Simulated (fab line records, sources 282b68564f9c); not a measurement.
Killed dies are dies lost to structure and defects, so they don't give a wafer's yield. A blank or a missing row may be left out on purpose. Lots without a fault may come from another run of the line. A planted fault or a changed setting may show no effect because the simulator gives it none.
fab line records | flow rit_cmos
record lots=6 wafers=18 last_day=7
route steps=202 shown SILICIDE@163 CONTACT@168 M1@202
lots that met no fault: from a run of the same line without faults
start_h: hours from the record's first day to the start of the lot's first wafer shown | wait_h: hours since the lot's step before | " the same as in the row above | L1.1+2: a row that stands for several wafers | - no value, or no start given | * or withheld: withheld | < > ~ a bound
route shown NAME@n: a module of which the file shows steps, and the number in the route of the first | usual: mean/standard deviation of fault-free wafers | same: alike in all rows | chamber/n: place in a boat | sites: the reading at each site | _std_site: their standard deviation | _edge_site: outer sites' mean less inner sites' | radius_mm: how far each site lies from the wafer's centre | mask NAME#n: copy n | behind: the tool/chamber that last shaped the wafer | hold: why the lot was held/for how many hours/how that ended | device: the transistor (n, p or np) that didn't switch | end of line: the same wafers' tests at the end of the route | a step without rows: its recipe alone | killed: dies lost to structure and defects at the first sort, not the wafer's yield | map: a wafer's dies, x killed, . not, _ none there
set.NAME: the setting as run; set.NAME@STEP: as run at that earlier step | model.NAME: the simulator's own value behind a step, which no gauge read
lots at some steps of the route; a table a step, a row a wafer
services: from which hour (start_h, from the record's first day; less than 0 if before it) a tool's chamber was out of use, for how many hours, and why
## steps
# step RIT_SILICIDE_RS_MEAS_02
# recipe thk_meas_gauge=four-point-probe reads=Ti_of_SILICIDE_SPUTTER_01
# usual SILICIDE_TI_RS=48.5/0.42
# columns lot.wafer tool chamber start_h wait_h SILICIDE_TI_RS[ohm/sq]
L862.3 film_metro-01 - 56.13 0.1 47.7
L862.4 " - " " 48.0
L862.6 " - " " 48.1
L869.3 film_metro-03 - 91.24 0.1 48.9
L869.4 " - " " 48.7
L869.6 " - " " 48.4
L872.3 film_metro-03 - 106.20 0.1 48.1
L872.4 " - " " 48.3
L872.6 " - " " 49.0
L875.3 film_metro-03 - 127.03 0.1 48.8
L875.5 " - " " 49.1
L875.6 " - " " 49.4
L876.1 film_metro-01 - 129.53 0.1 48.1
L876.4 " - " " 48.9
L876.5 " - " " 48.7
L883.1 film_metro-01 - 160.15 0.1 47.7
L883.3 " - " " 48.0
L883.4 " - " " 48.8
# step RIT_SILICIDE_THK_MEAS_03
# recipe thk_meas_gauge=xrf reads=Ti_of_SILICIDE_SPUTTER_01
# usual SILICIDE_TI_THK=29.50/0.29
# columns lot.wafer tool chamber start_h wait_h SILICIDE_TI_THK[nm]
L862.3 film_metro-01 - 56.23 0.1 29.92
L862.4 " - " " 29.91
L862.6 " - " " 29.91
L869.3 film_metro-03 - 91.34 0.1 29.07
L869.4 " - " " 29.14
L869.6 " - " " 29.25
L872.3 film_metro-03 - 106.30 0.1 29.48
L872.4 " - " " 29.47
L872.6 " - " " 29.05
L875.3 film_metro-03 - 127.13 0.1 29.15
L875.5 " - " " 28.98
L875.6 " - " " 28.95
L876.1 film_metro-01 - 129.65 0.1 29.88
L876.4 " - " " 29.52
L876.5 " - " " 29.59
L883.1 film_metro-01 - 160.27 0.1 29.97
L883.3 " - " " 29.85
L883.4 " - " " 29.54
# step RIT_SILICIDE_RTA_04
# recipe temp_c=650 time_s=10 idle_temp_c=25 ramp_up_s=5 ramp_down_s=5 cool_to_c=25 ambient=N2
# usual wafer_temp_C_max=653.4/0.85
# columns lot.wafer tool chamber start_h wait_h wafer_temp_C_max
L862.3 rtp_anneal-02 0 56.29 0.1 653.2
L862.4 " 0 " " 653.0
L862.6 " 0 " " 652.8
L869.3 rtp_anneal-01 0 91.40 0.1 654.4
L869.4 " 0 " " 654.7
L869.6 " 0 " " 653.4
L872.3 rtp_anneal-02 0 106.37 0.1 652.7
L872.4 " 0 " " 653.4
L872.6 " 0 " " 654.1
L875.3 rtp_anneal-01 0 127.19 0.1 652.7
L875.5 " 0 " " 654.7
L875.6 " 0 " " 653.6
L876.1 rtp_anneal-02 0 129.71 0.1 653.5
L876.4 " 0 " " 652.5
L876.5 " 0 " " 653.4
L883.1 rtp_anneal-01 0 160.33 0.1 654.9
L883.3 " 0 " " 653.6
L883.4 " 0 " " 654.9
# step RIT_SILICIDE_WET_ETCH_05
# recipe chemistry=SPM target=Ti temp_c=90 time_s=120 dry=n2_spin
# step RIT_SILICIDE_RTA_06
# recipe temp_c=750 time_s=10 idle_temp_c=25 ramp_up_s=5 ramp_down_s=10 cool_to_c=25 ambient=N2
# usual wafer_temp_C_max=754.0/0.88
# columns lot.wafer tool chamber start_h wait_h wafer_temp_C_max
L862.3 rtp_anneal-01 0 56.41 0.0 753.5
L862.4 " 0 " " 754.6
L862.6 " 0 " " 753.4
L869.3 rtp_anneal-02 0 91.51 0.0 753.5
L869.4 " 0 " " 754.6
L869.6 " 0 " " 754.1
L872.3 rtp_anneal-01 0 106.48 0.0 755.8
L872.4 " 0 " " 755.1
L872.6 " 0 " " 755.6
L875.3 rtp_anneal-02 0 127.30 0.0 753.4
L875.5 " 0 " " 755.5
L875.6 " 0 " " 752.8
L876.1 rtp_anneal-01 0 129.82 0.0 755.3
L876.4 " 0 " " 753.3
L876.5 " 0 " " 755.5
L883.1 rtp_anneal-02 0 160.43 0.0 753.5
L883.3 " 0 " " 754.2
L883.4 " 0 " " 752.9
# step RIT_CONTACT_CVD_00
# recipe material=SiO2 target_thk_nm=400 precursor=TEOS temp_c=390 time_s=61 rf_w=411.4
# usual heater_power_w=320/46
# columns lot.wafer tool chamber start_h wait_h heater_power_w
L862.3 pecvd-03 2 56.45 0.0 322
L862.4 " 2 " " 333
L862.6 " 0 " " 247
L869.3 pecvd-01 2 91.58 0.1 294
L869.4 " 0 " " 366
L869.6 " 0 " " 374
L872.3 pecvd-01 2 106.52 0.0 304
L872.4 " 1 " " 264
L872.6 " 2 " " 223
L875.3 pecvd-01 1 127.34 0.0 300
L875.5 " 0 " " 282
L875.6 " 1 " " 322
L876.1 pecvd-04 1 129.89 0.1 373
L876.4 " 1 " " 376
L876.5 " 2 " " 328
L883.1 pecvd-03 2 160.50 0.1 349
L883.3 " 1 " " 264
L883.4 " 2 " " 265
# step RIT_CONTACT_THK_MEAS_01
# recipe reads=SiO2_of_CONTACT_CVD_00
# usual CONTACT_TEOS_THK=403/5.2
# columns lot.wafer tool chamber start_h wait_h CONTACT_TEOS_THK[nm]
L862.3 film_metro-02 - 56.52 0.0 398
L862.4 " - " " 404
L862.6 " - " " 406
L869.3 film_metro-02 - 91.65 0.0 407
L869.4 " - " " 406
L869.6 " - " " 413
L872.3 film_metro-01 - 106.59 0.0 403
L872.4 " - " " 413
L872.6 " - " " 407
L875.3 film_metro-01 - 127.41 0.0 400
L875.5 " - " " 406
L875.6 " - " " 403
L876.1 film_metro-02 - 129.94 0.0 403
L876.4 " - " " 408
L876.5 " - " " 405
L883.1 film_metro-03 - 160.55 0.0 405
L883.3 " - " " 401
L883.4 " - " " 407
# step RIT_CONTACT_HMDS_02
# recipe prime_time_s=60 prime_temp_c=140
# step RIT_CONTACT_COAT_03
# recipe resist=NOVOLAK spin_rpm=3250 resist_thk_nm=1000
# step RIT_CONTACT_SOFTBAKE_04
# recipe resist=NOVOLAK temp_c=90 time_s=60
# step RIT_CONTACT_EXPOSE_05
# recipe mask_id=M11 na=0.6 source_shape=conventional sigma_outer=0.5 target_cd_nm=1000 dose_mj=250
# step RIT_CONTACT_PEB_06
# recipe resist=NOVOLAK temp_c=withheld time_s=withheld
# step RIT_CONTACT_DEVELOP_07
# recipe resist=NOVOLAK develop_time_s=120 dev_temp_c=23
# columns lot.wafer tool chamber start_h wait_h
L862.3+4+6 litho_track-02 0 57 -
L869.3+4+6 litho_track-02 0 92 -
L872.3+4+6 litho_track-03 0 107 -
L875.3+5+6 litho_track-01 0 128 -
L876.1+4+5 litho_track-02 0 130 -
L883.1+3+4 litho_track-02 0 161 -
# step RIT_CONTACT_CD_MEAS_08
# recipe target_cd_nm=1000
# usual cd_nm=999.9/2.2
# columns lot.wafer tool chamber start_h wait_h cd_nm
L862.3 cd_sem-01 - 57.69 - 1002.3
L862.4 " - " " 1003.6
L862.6 " - " " 1000.7
L869.3 cd_sem-01 - 92.85 - 999.8
L869.4 " - " " 999.9
L869.6 " - " " 1000.8
L872.3 cd_sem-02 - 107.64 - 1000.4
L872.4 " - " " 998.6
L872.6 " - " " 999.1
L875.3 cd_sem-01 - 128.59 - 1000.5
L875.5 " - " " 999.2
L875.6 " - " " 1002.0
L876.1 cd_sem-01 - 131.09 - 991.1
L876.4 " - " " 990.9
L876.5 " - " " 988.8
L883.1 cd_sem-01 - 161.58 - 991.1
L883.3 " - " " 989.4
L883.4 " - " " 989.7
# step RIT_CONTACT_OVL_MEAS_09
# usual CONTACT_OVL=0.6/1.4
# columns lot.wafer tool chamber start_h wait_h CONTACT_OVL[nm]
L862.3 overlay-02 - 57.78 0.1 0.2
L862.4 " - " " 1.6
L862.6 " - " " 0.9
L869.3 overlay-01 - 92.94 0.1 1.2
L869.4 " - " " -0.1
L869.6 " - " " -0.2
L872.3 overlay-01 - 107.73 0.1 1.3
L872.4 " - " " 0.2
L872.6 " - " " 0.3
L875.3 overlay-01 - 128.68 0.1 0.4
L875.5 " - " " 0.4
L875.6 " - " " 0.2
L876.1 overlay-02 - 131.21 0.1 -1.9
L876.4 " - " " -2.3
L876.5 " - " " -0.9
L883.1 overlay-01 - 161.70 0.1 4.3
L883.3 " - " " 3.4
L883.4 " - " " 4.6
# step RIT_CONTACT_HARDBAKE_10
# recipe resist=NOVOLAK temp_c=140 time_s=60
# step RIT_CONTACT_ETCH_11
# recipe target_depth_a=4800 over_etch_frac=0.2194 stop_on=TiSi2 chemistry=CHF3/CF4/Ar target=SiO2 CHF3_flow_sccm=50 cf4_flow_sccm=10 Ar_flow_sccm=100 O2_flow_sccm=5 pressure_mtorr=100 rf_w=200 time_s=320
# usual drypump_motor_current_A=5.8/0.54 oes_product_au=0.989/0.012 throttle_valve_pct=8.88/0.12
# columns lot.wafer tool chamber start_h wait_h drypump_motor_current_A oes_product_au rf_hours_counter_h throttle_valve_pct model.CONTACT.cd_nm
L862.3 rie_diel-04 2 57.96 0.1 6.3 0.971 140 8.87 1002
L862.4 " 3 " " 5.3 0.987 - 9.03 1004
L862.6 " 0 " " 5.3 0.999 - 8.81 1001
L869.3 rie_diel-04 0 93.12 0.1 5.3 0.997 53 8.81 999.8
L869.4 " 2 " " 6.3 0.982 141 8.87 1000
L869.6 " 3 " " 5.3 0.981 - 9.01 1001
L872.3 rie_diel-03 2 107.91 0.1 6.6 0.973 117 9.08 1000
L872.4 " 2 " " 6.6 0.979 - 9.09 999
L872.6 " 3 " " 6.1 0.980 - 8.81 999
L875.3 rie_diel-04 1 128.85 0.1 5.7 0.991 2 8.89 1000
L875.5 " 3 " " 5.3 0.982 - 9.03 999.1
L875.6 " 0 " " 5.4 0.994 - 8.79 1002
L876.1 rie_diel-03 2 131.40 0.1 6.6 0.976 117 9.09 991.8
L876.4 " 0 " " 5.4 1.003 57 9.01 990.9
L876.5 " 1 " " 6.4 0.989 - 8.77 989.1
L883.1 rie_diel-04 0 161.88 0.1 5.4 1.004 54 8.82 990.8
L883.3 " 3 " " 5.3 0.983 37 9.00 989.3
L883.4 " 2 " " 6.3 0.982 142 8.89 990
# step RIT_CONTACT_STRIP_12
# recipe chemistry=O2 time_s=180 resist=NOVOLAK platen_temp_c=withheld power_w=500 pressure_mtorr=4000 o2_flow_sccm=4000
# usual drypump_motor_current_A=5.6/0.57
# columns lot.wafer tool chamber start_h wait_h drypump_motor_current_A rf_hours_counter_h
L862.3 plasma_asher-02 0 58.21 0.2 5.7 -
L862.4 " 1 " " 4.7 -
L862.6 " 0 " " 5.7 -
L869.3 plasma_asher-03 0 93.37 0.2 5.9 -
L869.4 " 1 " " 6.0 -
L869.6 " 1 " " 6.0 -
L872.3 plasma_asher-04 1 108.16 0.2 6.3 -
L872.4 " 0 " " 5.0 -
L872.6 " 1 " " 6.2 -
L875.3 plasma_asher-02 0 129.10 0.2 5.7 -
L875.5 " 1 " " 4.7 -
L875.6 " 0 " " 5.7 -
L876.1 plasma_asher-02 1 131.59 0.1 4.7 36
L876.4 " 1 " " 4.7 -
L876.5 " 0 " " 5.7 -
L883.1 plasma_asher-03 1 162.08 0.1 6.0 54
L883.3 " 1 " " 6.0 -
L883.4 " 0 " " 5.9 -
# step RIT_M1_PROBE_99
# usual killed_at_contacts=0.1/0.24 killed_at_front_end=7/3.1 killed_dies=7/3.1 killed_open=3.6/2.1 killed_short=3.2/2
# same gross_dies=264 killed_at_M0_to_M3=0 killed_at_M4_up=0 killed_at_back_side=0 killed_at_other=0
# columns lot.wafer tool chamber start_h wait_h killed_at_contacts killed_at_front_end killed_dies killed_open killed_short model.etest.contact_to_gate.bv_right_v
L862.3 prober-01 - 64.10 0.2 0 12 12 7 5 89.91
L862.4 prober-01 - 64.15 0.2 0 5 5 2 3 88.5
L862.6 prober-01 - 64.25 0.2 0 18 18 9 9 91.58
L869.3 prober-02 - 98.20 0.2 0 2 2 1 1 92.11
L869.4 prober-02 - 98.25 0.2 0 0 0 0 0 90.3
L869.6 prober-02 - 98.35 0.2 0 3 3 1 2 88.18
L872.3 prober-01 - 115.21 0.2 0 11 11 8 3 90.63
L872.4 prober-01 - 115.26 0.2 0 11 11 6 5 89.92
L872.6 prober-01 - 115.36 0.2 0 6 6 2 4 93.51
L875.3 prober-02 - 133.97 0.2 0 16 16 6 10 91.93
L875.5 prober-02 - 134.07 0.2 0 3 3 0 3 91.74
L875.6 prober-02 - 134.12 0.2 0 7 7 4 3 91.74
L876.1 prober-01 - 136.28 0.1 0 3 3 2 1 90.33
L876.4 prober-01 - 136.43 0.2 1 5 6 1 5 93.66
L876.5 prober-01 - 136.48 0.2 0 4 4 4 0 95.23
L883.1 prober-02 - 167.09 0.1 0 14 14 8 6 90.97
L883.3 prober-02 - 167.19 0.2 0 11 11 4 7 92.77
L883.4 prober-02 - 167.24 0.2 1 2 3 3 0 93.36
# killed by level:class
L862.3 GATE:geometric_particle:short=5 FOX1:geometric_particle:open=3 GATE:geometric_particle:open=2 SPACER:geometric_particle:open=2
L862.4 FOX1:geometric_particle:short=1 FOX1:geometric_particle:open=1 GATE:geometric_particle:open=1 GATE:geometric_particle:short=1 REOX:geometric_particle:short=1
L862.6 GATE:geometric_particle:short=6 FOX1:geometric_particle:open=3 GATE:geometric_particle:open=2 SPACER:geometric_particle:short=2 SPACER:geometric_particle:open=2 FOX2:geometric_particle:short=1 REOX:geometric_particle:open=1 SILICIDE:geometric_particle:open=1
L869.3 GATE:geometric_particle:short=1 SILICIDE:geometric_particle:open=1
L869.6 GATE:geometric_particle:short=1 REOX:geometric_particle:short=1 SPACER:geometric_particle:open=1
L872.3 FOX1:geometric_particle:open=4 GATE:geometric_particle:open=2 REOX:geometric_particle:short=2 FOX2:geometric_particle:short=1 SPACER:geometric_particle:open=1 SILICIDE:geometric_particle:open=1
L872.4 GATE:geometric_particle:short=3 FOX1:geometric_particle:open=2 REOX:geometric_particle:open=2 FOX1:geometric_particle:short=1 GATE:geometric_particle:open=1 SILICIDE:geometric_particle:open=1 SILICIDE:geometric_particle:short=1
L872.6 GATE:geometric_particle:short=1 GATE:geometric_particle:open=1 REOX:geometric_particle:short=1 SPACER:geometric_particle:open=1 SPACER:geometric_particle:short=1 SILICIDE:geometric_particle:short=1
L875.3 SILICIDE:geometric_particle:short=4 GATE:geometric_particle:short=3 GATE:geometric_particle:open=2 REOX:geometric_particle:short=2 SPACER:geometric_particle:open=2 FOX2:geometric_particle:short=1 REOX:geometric_particle:open=1 SILICIDE:geometric_particle:open=1
L875.5 REOX:geometric_particle:short=2 SILICIDE:geometric_particle:short=1
L875.6 GATE:geometric_particle:open=3 FOX1:geometric_particle:short=1 FOX1:geometric_particle:open=1 REOX:geometric_particle:short=1 SPACER:geometric_particle:short=1
L876.1 GATE:geometric_particle:short=1 GATE:geometric_particle:open=1 REOX:geometric_particle:open=1
L876.4 REOX:geometric_particle:short=3 GATE:geometric_particle:short=1 SPACER:geometric_particle:open=1 CONTACT:geometric_particle:short=1
L876.5 FOX1:geometric_particle:open=2 GATE:geometric_particle:open=1 REOX:geometric_particle:open=1
L883.1 FOX1:geometric_particle:open=2 GATE:geometric_particle:short=2 REOX:geometric_particle:open=2 REOX:geometric_particle:short=2 SILICIDE:geometric_particle:open=2 FOX1:geometric_particle:short=1 FOX2:geometric_particle:open=1 GATE:geometric_particle:open=1
L883.3 GATE:geometric_particle:short=2 REOX:geometric_particle:short=2 SPACER:geometric_particle:open=2 FOX1:geometric_particle:short=1 FOX2:geometric_particle:short=1 GATE:geometric_particle:open=1 SPACER:geometric_particle:short=1 SILICIDE:geometric_particle:open=1
L883.4 GATE:geometric_particle:open=1 SILICIDE:geometric_particle:open=1 CONTACT:geometric_particle:open=1
## services
# columns tool chamber start_h hours kind
rie_diel-04 1 37.36 - clean
rie_diel-04 1 37.36 24.8 scheduled_down
rie_diel-04 1 37.36 24.8 vent_cycle
plasma_asher-03 - 45.88 4.0 pm
rie_diel-03 1 50.38 4.1 repair
pecvd-04 - 53.74 2.8 pm
pecvd-03 0 63.93 22.3 repair
pecvd-04 1 71.34 29.9 repair
pecvd-03 1 78.63 3.5 repair
pecvd-01 1 91.45 5.2 repair
pecvd-04 0 104.81 3.6 repair
plasma_asher-03 - 108.71 1.9 repair
rie_diel-03 3 113.34 2.7 repair
rie_diel-04 3 121.15 6.7 repair
plasma_asher-03 - 130.36 2.8 pm
pecvd-03 1 138.18 6.5 repair
rie_diel-03 3 140.74 14.5 repair
pecvd-04 - 147.28 4.7 repair
## key
first_sign step=RIT_CONTACT_CD_MEAS_08 reading=cd_nm direction=down sigmas=4.5 usual=999.9 struck=990.2
effect none on later readings
model_effect step=RIT_CONTACT_ETCH_11 value=CONTACT.cd_nm without=1002 struck=990.3
model_effect step=RIT_M1_PROBE_99 value=etest.contact_to_gate.bv_right_v without=89.85 struck=92.72
met_at RIT_CONTACT_DEVELOP_07
struck_wafers L876.1,L876.4,L876.5,L883.1,L883.3,L883.4
tester_left_out L876,L883
onset_between 92 130
also_fits time
fault kind=process_parameter_drift tool=litho_track-02 chamber=- onset_h=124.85 steps=RIT_CONTACT_DEVELOP_07 channel=develop_time_s offset=* shape=step end_h=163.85 acts_in=* stated=*
# tester_left_out: of these lots the tester's yield and bins aren't shown, on N5 and GAA mostly nor the transistor test; their killed dies are dies lost to structure and defects alone, not to doping, threshold or leakage, so they don't give the yield
